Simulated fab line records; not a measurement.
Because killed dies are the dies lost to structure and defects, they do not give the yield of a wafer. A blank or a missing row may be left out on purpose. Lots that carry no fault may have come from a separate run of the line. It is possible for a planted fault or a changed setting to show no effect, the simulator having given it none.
Which tool was responsible?    flow berkeley-cmos170    21 wafers from 7 lots sampled at 3 of the route's 331 steps

WHAT EACH GAUGE READ, for each wafer
UCB170_NLDD_TW_MEAS_11.
lot   measured      on             NLDD_TW
L940  day 8 14:05   film-metro-01  30 30 30
L939  day 8 14:51   film-metro-01  30 30 30
L950  day 10 13:22  film-metro-03  2247 2242 2240
L951  day 11 05:07  film-metro-01  2203 2195 2205
L954  day 12 01:02  film-metro-03  2234 2242 2252
L956  day 12 12:37  film-metro-03  2247 2235 2233
L957  day 13 00:02  film-metro-03  2229 2233 2237

TOOL THAT RAN EACH LOT (tool first, then ch and the chambers of the sampled wafers, then the start)
lot   UCB170_PLDD_STRIP_10                  UCB170_NLDD_STRIP_10
L940  plasma-asher-03 ch 0,1, day 8 11:21   plasma-asher-04 ch 0,1, day 8 13:59
L939  plasma-asher-02 ch 0,1, day 8 11:56   plasma-asher-01 ch 0,1, day 8 14:45
L950  plasma-asher-03 ch 0,1, day 10 08:56  plasma-asher-04 ch 0,1, day 10 13:16
L951  plasma-asher-03 ch 0,1, day 11 03:10  plasma-asher-04 ch 0,1, day 11 05:01
L954  plasma-asher-02 ch 0,1, day 11 23:18  plasma-asher-04 ch 0,1, day 12 00:56
L956  plasma-asher-03 ch 0,1, day 12 10:52  plasma-asher-04 ch 0,1, day 12 12:31
L957  plasma-asher-03 ch 0,1, day 12 22:11  plasma-asher-01 ch 0,1, day 12 23:56
- UCB170_PLDD_STRIP_10: strips in O2.
- UCB170_NLDD_STRIP_10: strips in O2.

THE ANSWER, worked out from the rows above alone
Rule: usual is defined by the lots themselves. The widest of any qualifying gaps counts: lots, ordered by their means at a reading, are off when they make up no more than a third of the lots, leave a main group of 4 or more, and stand apart from it by 3 or more times the standard deviation of that group's means. The tables above print the reading to a certain number of digits; a main group whose means all agree to those digits is not used. A lot without any number at a reading at which 4 lots or more have one is off too. All remaining lots with rows at the step are treated as sound.
Off: at UCB170_NLDD_TW_MEAS_11 (NLDD_TW), L940, L939. The main group has a mean of 2232 with a standard deviation of 16.
A tool fits if, at a process step before that reading, it ran every lot that is off, and no sound lot after the first of them. The gauges at UCB170_NLDD_TW_MEAS_11 are tried like those tools. Not one of the candidates tried fits.

WHAT HAD BEEN PUT IN BY THE SIMULATOR
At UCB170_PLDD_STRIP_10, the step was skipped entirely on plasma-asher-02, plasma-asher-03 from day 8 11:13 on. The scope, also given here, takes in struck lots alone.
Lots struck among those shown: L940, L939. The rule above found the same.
